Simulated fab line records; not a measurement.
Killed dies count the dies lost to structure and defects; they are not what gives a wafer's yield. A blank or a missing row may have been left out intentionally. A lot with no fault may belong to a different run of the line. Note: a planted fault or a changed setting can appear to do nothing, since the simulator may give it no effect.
Problem report in the 8D (eight disciplines) form, filled by code | flow berkeleyCmos170 | the parts of the form that need people (team, actions taken, sign-off) are left out

## 1. THE PROBLEM
Wafers without a fault read 1e+13, standard deviation 1.1e+10; doseIonsCm2 at UCB170_NWELL_IMPLANT_14 reads a mean of 1e+13 on 6 wafers belonging to 2 lots. Relative to the usual mean, that is a shift of +35 standard deviations.
First seen on wafer L509.1, day 3 14:13, on implanter-02. The record has a number at this step for 42 wafers belonging to 14 lots. The rule behind "out" and "out of limits": a value lying over 4 standard deviations away from the usual mean. The rest of the wafers with a number are treated as sound.

## 2. WHAT IT IS, AND WHAT IT ISN'T
question                    | is                     | is not
which readings at this step | doseIonsCm2            | -
which lots                  | L509, L513             | L504, L505, L508, L517, L518, L519, L521, L523, L524, L525, L526, L527
which wafers of those lots  | all that have a number | -
read on which tools         | implanter-02           | implanter-01, implanter-04
when                        | from day 3 14:13       | up to then (9 sound wafers); but 27 sound wafers of L517, L518, L519, L521, L523, L524, L525, L526, L527 came after

## 3. WHAT RULES OUT EACH SUSPECT
Counting: a tool at any process step up to the reading remains a suspect when it ran all the lots that are out and ran no sound lot after the first of those.
- implanter-02 at UCB170_NWELL_IMPLANT_14: ruled out as a lasting fault. The sound lots L526 went through it after L509, its earliest lot that is out (day 3 14:13).
Left after counting: nothing in the record.

## 4. THE CAUSE (what the simulator had put in)
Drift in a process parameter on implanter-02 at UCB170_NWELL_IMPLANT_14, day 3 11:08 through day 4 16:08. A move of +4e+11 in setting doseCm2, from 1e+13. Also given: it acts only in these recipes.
Counting ruled it out, wrongly.

## 5. SEQUENCE OF EFFECTS, ordered by route
Rows list readings where the struck wafers' mean (over those with a number) sits beyond 3 standard deviations from the usual. Scope: only readings with a usual standard deviation given in the record; hours: median across lots of the time from each lot's start at the first step in this table that gives one to its start at this step; sigmas: change in usual standard deviations.
hours | step                    | reading     | usual | on struck wafers | change | sigmas
0     | UCB170_NWELL_IMPLANT_14 | doseIonsCm2 | 1e+13 | 1e+13            | +4e+11 | +35
Process steps it contains:
- UCB170_NWELL_IMPLANT_14

## 6. HOW IT WOULD HAVE BEEN CAUGHT EARLIER
In this record the first reading out of limits was taken at day 3 14:13, 3 hours after the fault began at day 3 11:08.
